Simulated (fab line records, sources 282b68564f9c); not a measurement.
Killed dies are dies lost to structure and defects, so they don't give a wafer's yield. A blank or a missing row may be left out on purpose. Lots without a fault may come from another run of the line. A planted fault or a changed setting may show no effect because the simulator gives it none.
A struck lot beside a sound one | flow rit_cmos | 44 steps out of a route of 202
Sound: wafers L312.3, L312.4, L312.6. Struck: wafers L302.1, L302.2, L302.4. The cause comes at the end.
At each step with rows: each side's tool, then ch and its chambers, then its first start. Under that, the readings that differ: sound wafers | struck wafers | difference of the means | sigmas: that difference in standard deviations of wafers without a fault.
alike: readings whose means differ by less than 2 such deviations, and words and numbers that are the same on both sides. not compared: withheld readings, readings that some wafer has no value for, bounds like >300 that may hide the same value, and numbers for which the record gives no deviation and whose values overlap.
The two part at a step that has a row with sigmas, a row that says differs or no value, or rows on one side only. Numbers that don't overlap but have no deviation are shown without sigmas and don't part them. A reading that every wafer of one side lacks parts them only if that side has two wafers or more.

first, 3 steps without rows for these wafers: RIT_REOX_CLEAN_01 (cleans in dHF, time 30 s); RIT_REOX_CLEAN_02 (cleans in SC2, time 600 s); RIT_REOX_OXIDATION_03 (target thk 25.2 nm, ox time 5580 s).
RIT_REOX_THK_MEAS_04:
  sound on film_metro-03, day 6 18:13; struck on film_metro-04, day 4 11:02
  alike: REOX_OXIDE_THK
then, 6 steps without rows for these wafers: RIT_NLDD_HMDS_00 (prime time 60 s); RIT_NLDD_COAT_01 (resist thk 1000 nm); RIT_NLDD_SOFTBAKE_02 (time 60 s); RIT_NLDD_EXPOSE_03 (exposes mask M7, target cd 40700 nm); RIT_NLDD_PEB_04; RIT_NLDD_DEVELOP_05 (develop time 50 s).
RIT_NLDD_OVL_MEAS_06:
  sound on overlay-02, day 6 19:18; struck on overlay-01, day 4 11:57
  alike: NLDD_OVL
then, 1 step without rows for these wafers: RIT_NLDD_HARDBAKE_07 (time 60 s).
RIT_NLDD_IMPLANT_08:
  sound on implanter-03 ch 0, day 6 19:35; struck on implanter-01 ch 0, day 4 12:08
  reading                          | sound                         | struck                      | difference | sigmas
  dose_ions_cm2                    | 5.009e+14 5.001e+14 4.997e+14 | 9.98e+13 1.01e+14 1.003e+14 | -4.00e+14  | -99 or more
  end_station_pressure_torr (Torr) | 6.4e-06 6.8e-06 5.4e-06       | 5.3e-06 5.3e-06 5.4e-06     | -8.7e-07   | -2
  faraday_current_uA               | 1615 1556 1576                | 303 323 305                 | -1272      | -40
  alike: tilt_deg
RIT_NLDD_STRIP_09: strips in O2, time 180 s.
  sound on plasma_asher-03 ch 0,1, day 6 19:44; struck on plasma_asher-01 ch 0,1, day 4 12:17
  alike: drypump_motor_current_A
  not compared: rf_hours_counter_h
RIT_NLDD_TW_MEAS_10:
  sound on film_metro-01, day 6 19:53; struck on film_metro-03, day 4 12:28
  reading | sound          | struck         | difference | sigmas
  NLDD_TW | 2495 2479 2493 | 1555 1565 1558 | -930       | -52
then, 6 steps without rows for these wafers: RIT_PLDD_HMDS_00 (prime time 60 s); RIT_PLDD_COAT_01 (resist thk 1000 nm); RIT_PLDD_SOFTBAKE_02 (time 60 s); RIT_PLDD_EXPOSE_03 (exposes mask M8, target cd 40900 nm); RIT_PLDD_PEB_04; RIT_PLDD_DEVELOP_05 (develop time 50 s).
RIT_PLDD_OVL_MEAS_06:
  sound on overlay-02, day 6 20:54; struck on overlay-02, day 4 13:22
  alike: PLDD_OVL
then, 2 steps without rows for these wafers: RIT_PLDD_HARDBAKE_07 (time 60 s); RIT_PLDD_IMPLANT_08.
RIT_PLDD_STRIP_09: strips in O2, time 180 s.
  sound on plasma_asher-02 ch 0,1, day 6 21:17; struck on plasma_asher-04 ch 0,1, day 4 13:47
  alike: drypump_motor_current_A
  not compared: rf_hours_counter_h
RIT_PLDD_TW_MEAS_10:
  sound on film_metro-01, day 6 21:25; struck on film_metro-01, day 4 13:58
  alike: PLDD_TW
then, 4 steps without rows for these wafers: RIT_SPACER_CLEAN_00 (cleans in SC1, time 600 s); RIT_SPACER_CLEAN_01 (cleans in dHF, time 30 s); RIT_SPACER_CLEAN_02 (cleans in SC2, time 600 s); RIT_SPACER_CVD_03 (deposits Si3N4 from SiH2Cl2/NH3, target thk 250 nm, time 3300 s).
RIT_SPACER_THK_MEAS_04:
  sound on film_metro-04, day 6 23:47; struck on film_metro-01, day 4 16:20
  reading                 | sound             | struck            | difference | sigmas
  SPACER_NITRIDE_THK (nm) | 255.9 254.2 255.8 | 251.8 249.1 248.2 | -5.6       | -2
RIT_SPACER_ETCHBACK_05: etches Si3N4 in SF6/CHF3, stops on SiO2, target depth 250 nm, time 240 s.
  sound on rie_diel-01 ch 2,3, day 6 23:49; struck on rie_diel-02 ch 1,2,3, day 4 16:23
  alike: drypump_motor_current_A, oes_product_au, throttle_valve_pct
  not compared: rf_hours_counter_h
then, 6 steps without rows for these wafers: RIT_NSD_HMDS_00 (prime time 60 s); RIT_NSD_COAT_01 (resist thk 1000 nm); RIT_NSD_SOFTBAKE_02 (time 59.14 s); RIT_NSD_EXPOSE_03 (exposes mask M9, target cd 40700 nm); RIT_NSD_PEB_04; RIT_NSD_DEVELOP_05 (develop time 50 s).
RIT_NSD_OVL_MEAS_06:
  sound on overlay-02, day 7 00:50; struck on overlay-01, day 4 17:31
  alike: NSD_OVL
then, 2 steps without rows for these wafers: RIT_NSD_HARDBAKE_07 (time 60 s); RIT_NSD_IMPLANT_08.
RIT_NSD_STRIP_09: strips in O2, time 180 s.
  sound on plasma_asher-04 ch 0,1, day 7 01:13; struck on plasma_asher-01 ch 0,1, day 4 17:51
  reading                     | sound       | struck      | difference | sigmas
  drypump_motor_current_A (A) | 6.4 5.8 5.8 | 5.1 5.2 5.2 | -0.8       | -2
  not compared: rf_hours_counter_h
RIT_SDANNEAL_RS_MEAS_07: measures by four-point-probe.
  sound on film_metro-03, day 7 03:40; struck on film_metro-02, day 4 20:27
  reading          | sound             | struck            | difference | sigmas
  NLDD_RS (ohm/sq) | 151.9 152.0 151.4 | 503.0 505.3 497.8 | +350.3     | +99 or more
RIT_M1_PROBE_99:
  sound on prober-02, day 7 10:53; struck on prober-02, day 5 04:48
  alike: killed_at_front_end, killed_dies, killed_open, killed_short

WHERE THEY PART
First at RIT_NLDD_IMPLANT_08; last, within this record, at RIT_SDANNEAL_RS_MEAS_07. Later steps at which nothing parts them and some readings are alike: RIT_M1_PROBE_99.

WHY: what the simulator had put in
Process parameter drift: implanter-01, from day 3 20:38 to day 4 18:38, at RIT_NLDD_IMPLANT_08. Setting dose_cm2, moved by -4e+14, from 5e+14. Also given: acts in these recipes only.
